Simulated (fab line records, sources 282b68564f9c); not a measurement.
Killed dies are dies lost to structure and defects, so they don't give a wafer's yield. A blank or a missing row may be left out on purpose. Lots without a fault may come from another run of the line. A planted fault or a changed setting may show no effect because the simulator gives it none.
Problem report in the 8D (eight disciplines) form, filled by code | flow rit_cmos | the parts of the form that need people (team, actions taken, sign-off) are left out

1. THE PROBLEM
tube_center_temp_C at RIT_M1_ANNEAL_15 reads a mean of 420.02 C on 9 wafers of 3 lots; wafers without a fault read 450.01 C with a standard deviation of 0.039. That is -99 or more standard deviations from the usual mean.
The step: time 1800 s.
First seen on wafer L703.2, day 7 08:55, on furnace-02. The record holds 45 wafers of 15 lots with a number at this step. Rule for "out", or "out of limits": more than 4 standard deviations from the usual mean. The other wafers with a number count as sound.

2. WHAT IT IS AND WHAT IT IS NOT
question                    | is                                                                                                                                                                   | is not
which readings at this step | tube_center_temp_C, spike_tc_centre_C, spike_tc_load_C, spike_tc_source_C, tube_center_temp_C_max, zone_power_centre_pct, zone_power_load_pct, zone_power_source_pct | -
which lots                  | L703, L704, L705                                                                                                                                                     | L685, L687, L688, L690, L691, L692, L693, L694, L695, L696, L698, L699
which wafers of those lots  | all that have a number                                                                                                                                               | -
read on which tools         | furnace-02                                                                                                                                                           | -
when                        | from day 7 08:55                                                                                                                                                     | up to then (36 sound wafers)

3. SUSPECTS, AND WHAT RULES EACH OUT
Counting: a tool at a process step up to the reading stays a suspect if it ran every lot that is out and no sound lot after the first of them.
- furnace-02 at RIT_M1_ANNEAL_15 (time 1800 s): kept. It ran every lot that is out, first L703 (day 7 08:55), and no sound lot after that; its last sound lot up to then is L699 (day 6 13:47). Its own readings are out on those wafers: spike_tc_centre_C, spike_tc_load_C, spike_tc_source_C, tube_center_temp_C, tube_center_temp_C_max, zone_power_centre_pct, zone_power_load_pct, zone_power_source_pct.
Left after counting: furnace-02 at RIT_M1_ANNEAL_15.

4. THE CAUSE (what the simulator had put in)
Process parameter drift: furnace-02, from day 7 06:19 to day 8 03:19, at RIT_M1_ANNEAL_15. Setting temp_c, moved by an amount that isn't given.
Counting left only this tool.

5. THE CHAIN OF EFFECTS, in route order
Each row: a reading whose mean over the struck wafers that have a number lies more than 3 standard deviations from the usual. Only readings for which the record gives a usual standard deviation are gone through. hours: the time from each lot's start at the first step in this table that gives one to its start at this step, as a median over the lots. sigmas: the change in usual standard deviations.
hours | step             | reading                | usual    | on struck wafers | change | sigmas
0     | RIT_M1_ANNEAL_15 | spike_tc_centre_C      | 452.1 C  | 422.1            | -30.0  | -30
0     | RIT_M1_ANNEAL_15 | spike_tc_load_C        | 467.4 C  | 436.8            | -30.6  | -31
0     | RIT_M1_ANNEAL_15 | spike_tc_source_C      | 465.9 C  | 435.3            | -30.6  | -31
0     | RIT_M1_ANNEAL_15 | tube_center_temp_C     | 450.01 C | 420.02           | -29.99 | -99 or more
0     | RIT_M1_ANNEAL_15 | tube_center_temp_C_max | 451.17   | 421.18           | -29.99 | -99 or more
0     | RIT_M1_ANNEAL_15 | zone_power_centre_pct  | 20.92 %  | 19.36            | -1.56  | -8.2
0     | RIT_M1_ANNEAL_15 | zone_power_load_pct    | 6.20 %   | 5.52             | -0.68  | -12
0     | RIT_M1_ANNEAL_15 | zone_power_source_pct  | 6.14 %   | 5.47             | -0.67  | -11
The process steps in it:
- RIT_M1_ANNEAL_15: time 1800 s.

6. WHAT WOULD HAVE CAUGHT IT SOONER
In this record the first reading out of limits was taken at day 7 08:55, 3 hours after the fault began at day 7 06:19.
